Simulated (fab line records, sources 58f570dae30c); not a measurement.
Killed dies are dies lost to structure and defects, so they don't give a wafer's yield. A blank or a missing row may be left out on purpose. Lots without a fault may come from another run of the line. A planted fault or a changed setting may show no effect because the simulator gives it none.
Which tool did it? | flow berkeley_cmos170 | 14 lots, 42 wafers sampled, at 3 steps of a route of 331

WHAT THE GAUGES READ, wafer by wafer
UCB170_M1_CD_MEAS_09: target cd 700 nm. Usual: cd_nm 699.7 nm, standard deviation 1.3.
lot  | measured     | on        | cd_nm (nm)        | flag
L326 | day 7 10:49  | cd_sem-01 | 700.3 700.5 700.4 |
L328 | day 7 16:02  | cd_sem-01 | 700.0 698.6 698.4 |
L330 | day 8 03:34  | cd_sem-01 | 699.3 698.8 699.8 |
L333 | day 8 12:28  | cd_sem-01 | 699.1 700.0 698.8 |
L334 | day 8 14:58  | cd_sem-02 | 699.4 698.4 698.5 |
L338 | day 9 11:43  | cd_sem-02 | 700.6 698.6 699.3 |
L339 | day 9 14:25  | cd_sem-02 | 699.3 698.1 699.2 |
L344 | day 10 19:40 | cd_sem-01 | 700.8 702.1 701.7 |
L345 | day 10 20:16 | cd_sem-02 | 700.4 699.2 699.6 |
L343 | day 10 20:34 | cd_sem-01 | 702.0 702.2 700.4 |
L346 | day 11 11:26 | cd_sem-01 | 700.7 701.4 700.9 |
L347 | day 11 20:54 | cd_sem-01 | 698.9 698.1 698.6 |
L348 | day 11 22:38 | cd_sem-01 | 697.8 697.5 697.6 |
L349 | day 11 22:50 | cd_sem-02 | 698.1 698.4 698.0 |

UCB170_M1_OVL_MEAS_10. Usual: M1_OVL -1 nm, standard deviation 5.1.
lot  | measured     | on         | M1_OVL (nm) | flag
L326 | day 7 10:55  | overlay-01 | -3 -7 -2    |
L328 | day 7 16:10  | overlay-01 | -2 4 3      |
L330 | day 8 03:41  | overlay-01 | 4 0 1       |
L333 | day 8 12:35  | overlay-02 | -3 -2 -4    |
L334 | day 8 15:05  | overlay-02 | -4 2 -2     |
L338 | day 9 11:50  | overlay-02 | 0 2 -1      |
L339 | day 9 14:31  | overlay-02 | 2 4 13      |
L344 | day 10 19:47 | overlay-02 | -4 -6 -1    |
L345 | day 10 20:23 | overlay-01 | -1 6 4      |
L343 | day 10 20:40 | overlay-02 | 3 -2 -4     |
L346 | day 11 11:34 | overlay-02 | -6 -6 -11   |
L347 | day 11 20:59 | overlay-01 | -10 -10 0   |
L348 | day 11 22:44 | overlay-02 | 1 5 1       |
L349 | day 11 22:57 | overlay-01 | -3 0 3      |

WHICH TOOL RAN EACH LOT (tool, then ch and the chambers of the sampled wafers, then the start)
lot  | UCB170_CONTACT_RTA_08
L326 | rtp_anneal-01 ch 0, day 7 07:18
L328 | rtp_anneal-01 ch 0, day 7 12:03
L330 | rtp_anneal-02 ch 0, day 7 21:56
L333 | rtp_anneal-01 ch 0, day 8 09:16
L334 | rtp_anneal-01 ch 0, day 8 11:57
L338 | rtp_anneal-01 ch 0, day 9 08:51
L339 | rtp_anneal-02 ch 0, day 9 10:29
L344 | rtp_anneal-01 ch 0, day 10 15:43
L345 | rtp_anneal-02 ch 0, day 10 16:28
L343 | rtp_anneal-01 ch 0, day 10 16:29
L346 | rtp_anneal-02 ch 0, day 11 07:42
L347 | rtp_anneal-02 ch 0, day 11 17:46
L348 | rtp_anneal-02 ch 0, day 11 19:16
L349 | rtp_anneal-01 ch 0, day 11 19:26
- UCB170_CONTACT_RTA_08: time 10 s.

WHAT THE TOOLS THEMSELVES READ (means of the sampled wafers that have a number; where no wafer has one, the mark that the record gives instead)
UCB170_CONTACT_RTA_08. Usual: lamp_power_pct 23.4 %, standard deviation 0.85; wafer_temp_C_max 902.8, standard deviation 0.98.
lot  | tool          | lamp_power_pct (%) | wafer_temp_C_max | flag
L326 | rtp_anneal-01 | 24.3               | 903.9            |
L328 | rtp_anneal-01 | 24.3               | 903.6            |
L330 | rtp_anneal-02 | 22.6               | 902.1            |
L333 | rtp_anneal-01 | 24.3               | 903.4            |
L334 | rtp_anneal-01 | 24.3               | 904.4            |
L338 | rtp_anneal-01 | 24.3               | 903.2            |
L339 | rtp_anneal-02 | 22.6               | 902.0            |
L344 | rtp_anneal-01 | 24.3               | 903.5            |
L345 | rtp_anneal-02 | 22.6               | 902.0            |
L343 | rtp_anneal-01 | 24.3               | 904.3            |
L346 | rtp_anneal-02 | 22.6               | 902.8            |
L347 | rtp_anneal-02 | 22.6               | 901.7            |
L348 | rtp_anneal-02 | 22.6               | 902.6            |
L349 | rtp_anneal-01 | 24.3               | 903.9            |

THE ANSWER, worked out from the rows above alone
Rule: a lot is off if the mean of its wafers that have a number lies more than 3 standard deviations from the usual mean. A lot without any number at a reading at which 4 lots or more have one is off too. The other lots that the step has rows for count as sound. The gauges are gone through in route order, then the tools' own readings, and for those a lot's mean is taken as printed above. The first step at which some lot is off is used, and at that step the reading that is off furthest; a lot without a number counts as furthest.
No lot is off at any reading shown: from this, nothing can be told.

WHAT THE SIMULATOR HAD PUT IN
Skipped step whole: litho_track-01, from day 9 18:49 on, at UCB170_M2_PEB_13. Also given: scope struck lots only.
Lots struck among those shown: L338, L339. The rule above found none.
